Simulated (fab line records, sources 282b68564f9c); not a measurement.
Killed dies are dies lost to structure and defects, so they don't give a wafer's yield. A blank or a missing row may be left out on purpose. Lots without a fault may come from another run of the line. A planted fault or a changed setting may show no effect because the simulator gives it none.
Which tool did it? | flow rit_cmos | 15 lots, 45 wafers sampled, at 2 steps of a route of 202

WHAT THE GAUGES READ, wafer by wafer
RIT_SPACER_THK_MEAS_04. Usual: SPACER_NITRIDE_THK 251.7 nm, standard deviation 1.9.
lot  | measured    | on            | SPACER_NITRIDE_THK (nm) | flag
L391 | day 3 11:14 | film_metro-03 | 252.3 252.5 253.9       |
L392 | day 3 14:35 | film_metro-03 | 251.7 253.0 254.6       |
L393 | day 3 14:43 | film_metro-01 | 249.6 252.0 252.8       |
L394 | day 4 02:32 | film_metro-03 | 254.8 254.6 255.2       |
L395 | day 4 05:07 | film_metro-02 | 248.4 250.0 249.1       |
L397 | day 4 14:18 | film_metro-03 | 250.3 251.6 251.7       |
L398 | day 4 19:19 | film_metro-01 | 254.0 252.6 251.5       |
L399 | day 5 02:43 | film_metro-02 | 250.4 249.2 250.7       |
L400 | day 5 05:45 | film_metro-02 | 257.3 255.1 252.7       |
L401 | day 5 11:43 | film_metro-02 | 253.7 250.6 252.6       |
L403 | day 5 18:04 | film_metro-02 | 167.7 168.7 166.2       | OFF
L405 | day 6 06:12 | film_metro-01 | 167.2 168.8 167.5       | OFF
L407 | day 6 12:58 | film_metro-03 | 168.1 166.6 168.0       | OFF
L410 | day 7 07:47 | film_metro-01 | 248.5 250.7 249.7       |
L412 | day 7 16:57 | film_metro-02 | 251.0 252.1 250.1       |

WHICH TOOL RAN EACH LOT (tool, then ch and the chambers of the sampled wafers, then the start)
lot  | RIT_SPACER_CVD_03
L391 | lpcvd-01 ch 0, day 3 09:19
L392 | lpcvd-02 ch 1, day 3 12:40
L393 | lpcvd-01 ch 0, day 3 12:47
L394 | lpcvd-01 ch 0, day 4 00:38
L395 | lpcvd-01 ch 1, day 4 03:11
L397 | lpcvd-02 ch 1, day 4 12:23
L398 | lpcvd-02 ch 0, day 4 17:24
L399 | lpcvd-01 ch 0, day 5 00:47
L400 | lpcvd-02 ch 0, day 5 03:50
L401 | lpcvd-01 ch 1, day 5 09:47
L403 | lpcvd-02 ch 0, day 5 16:09
L405 | lpcvd-02 ch 0, day 6 04:16
L407 | lpcvd-02 ch 0, day 6 11:04
L410 | lpcvd-01 ch 0, day 7 05:51
L412 | lpcvd-01 ch 0, day 7 15:02
- RIT_SPACER_CVD_03: deposits Si3N4 from SiH2Cl2/NH3, target thk 250 nm, time 3300 s.

WHAT THE TOOLS THEMSELVES READ (means of the sampled wafers that have a number; where no wafer has one, the mark that the record gives instead)
RIT_SPACER_CVD_03. Usual: spike_tc_load_C 835.4 C, standard deviation 2.2.
lot  | tool     | spike_tc_load_C (C) | flag
L391 | lpcvd-01 | 835.4               |
L392 | lpcvd-02 | 836.6               |
L393 | lpcvd-01 | 837.1               |
L394 | lpcvd-01 | 836.2               |
L395 | lpcvd-01 | 836.0               |
L397 | lpcvd-02 | 836.9               |
L398 | lpcvd-02 | 832.7               |
L399 | lpcvd-01 | 836.5               |
L400 | lpcvd-02 | 832.8               |
L401 | lpcvd-01 | 836.9               |
L403 | lpcvd-02 | 831.9               |
L405 | lpcvd-02 | 832.8               |
L407 | lpcvd-02 | 833.2               |
L410 | lpcvd-01 | 838.2               |
L412 | lpcvd-01 | 837.5               |

THE ANSWER, worked out from the rows above alone
Rule: a lot is off if the mean of its wafers that have a number lies more than 3 standard deviations from the usual mean. A lot without any number at a reading at which 4 lots or more have one is off too. The other lots that the step has rows for count as sound. The gauges are gone through in route order, then the tools' own readings, and for those a lot's mean is taken as printed above. The first step at which some lot is off is used, and at that step the reading that is off furthest; a lot without a number counts as furthest.
Off: L403, L405, L407, at RIT_SPACER_THK_MEAS_04 (SPACER_NITRIDE_THK).
A tool fits if, at a process step before that reading, it ran every lot that is off, and no sound lot after the first of them. The gauges at RIT_SPACER_THK_MEAS_04 are tried like those tools. One fits: lpcvd-02 at RIT_SPACER_CVD_03. Its last sound lot is L400 (day 5 03:50), its first lot that is off L403 (day 5 16:09): a fault that began between those two fits.

WHAT THE SIMULATOR HAD PUT IN
Process parameter drift: lpcvd-02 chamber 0, from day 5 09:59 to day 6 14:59, at RIT_SPACER_CVD_03. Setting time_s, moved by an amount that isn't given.
Lots struck among those shown: L403, L405, L407. The rule above found the same.
